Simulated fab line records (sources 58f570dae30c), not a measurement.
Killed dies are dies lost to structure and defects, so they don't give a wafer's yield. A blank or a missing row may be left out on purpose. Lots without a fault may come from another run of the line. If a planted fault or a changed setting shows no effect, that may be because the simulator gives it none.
Which tool did it?	flow berkeleyCmos170	36 wafers from 12 lots sampled at 2 of the route's 331 steps

## WHAT EACH GAUGE READ, for each wafer
UCB170_NLDD_OVL_MEAS_07. Usual: NLDD_OVL -3 nm, standard deviation 6.5.
lot	measured	on	NLDD_OVL (nm)	flag
L610	day 6 04:29	overlay-02	-4 -10 -5	
L611	day 6 09:48	overlay-02	0 -9 -6	
L612	day 6 18:22	overlay-02	-6 7 -8	
L613	day 6 18:53	overlay-01	2 9 -1	
L614	day 7 09:26	overlay-02	-5 -4 -1	
L615	day 7 09:41	overlay-02	6 -8 -2	
L616	day 7 23:28	overlay-01	9 5 -10	
L621	day 8 20:00	overlay-01	-5 -6 -1	
L623	day 9 03:34	overlay-02	-13 -9 -12	
L629	day 9 23:32	overlay-02	-7 -17 -15	
L632	day 10 14:33	overlay-01	-11 0 -4	
L633	day 10 21:16	overlay-02	-4 -13 -2	

UCB170_V1_OVL_MEAS_13. Usual: V1_OVL -5 nm, standard deviation 6.
lot	measured	on	V1_OVL (nm)	flag
L610	day 7 04:31	overlay-01	-9 -8 -1	
L611	day 7 08:49	overlay-01	-4 -5 0	
L612	day 8 01:35	overlay-01	-6 9 -4	
L613	day 8 01:28	overlay-02	9 7 5	
L614	day 8 10:17	overlay-01	-3 3 6	
L615	day 8 10:31	overlay-02	-3 -12 -5	
L616	day 8 22:02	overlay-02	0 -3 4	
L621	day 9 23:46	overlay-02	-7 -6 0	
L623	day 10 10:57	overlay-01	-6 -2 -6	
L629	day 11 06:23	overlay-02	-8 -9 -13	
L632	day 11 18:24	overlay-01	0 -4 -1	
L633	day 11 22:24	overlay-02	-16 -14 -13	

## WHAT TOOL EACH LOT RAN ON (gives the tool, then ch and the chambers of the sampled wafers, and finally the start)
The record holds no process step before these readings.

## AS READ BY THE TOOLS THEMSELVES (means over the sampled wafers that have a number; for cases with no such wafer, the mark the record gives instead)
The record holds no such reading with a usual standard deviation.

## THE ANSWER, worked out from the rows above alone
Rule: a lot counts as off when the mean over its wafers that have a number is more than 3 standard deviations away from the usual mean. A lot without any number at a reading at which 4 lots or more have one is off too. Any other lot the step has rows for is counted as sound. First the gauges in route order, then the tools' own readings, where a lot's mean is used as printed above. The first step at which some lot is off is used, and at that step the reading that is off furthest; a lot without a number counts as furthest.
Across all readings shown, no lot is off: no conclusion can be drawn from this.

## WHAT THE SIMULATOR PUT IN
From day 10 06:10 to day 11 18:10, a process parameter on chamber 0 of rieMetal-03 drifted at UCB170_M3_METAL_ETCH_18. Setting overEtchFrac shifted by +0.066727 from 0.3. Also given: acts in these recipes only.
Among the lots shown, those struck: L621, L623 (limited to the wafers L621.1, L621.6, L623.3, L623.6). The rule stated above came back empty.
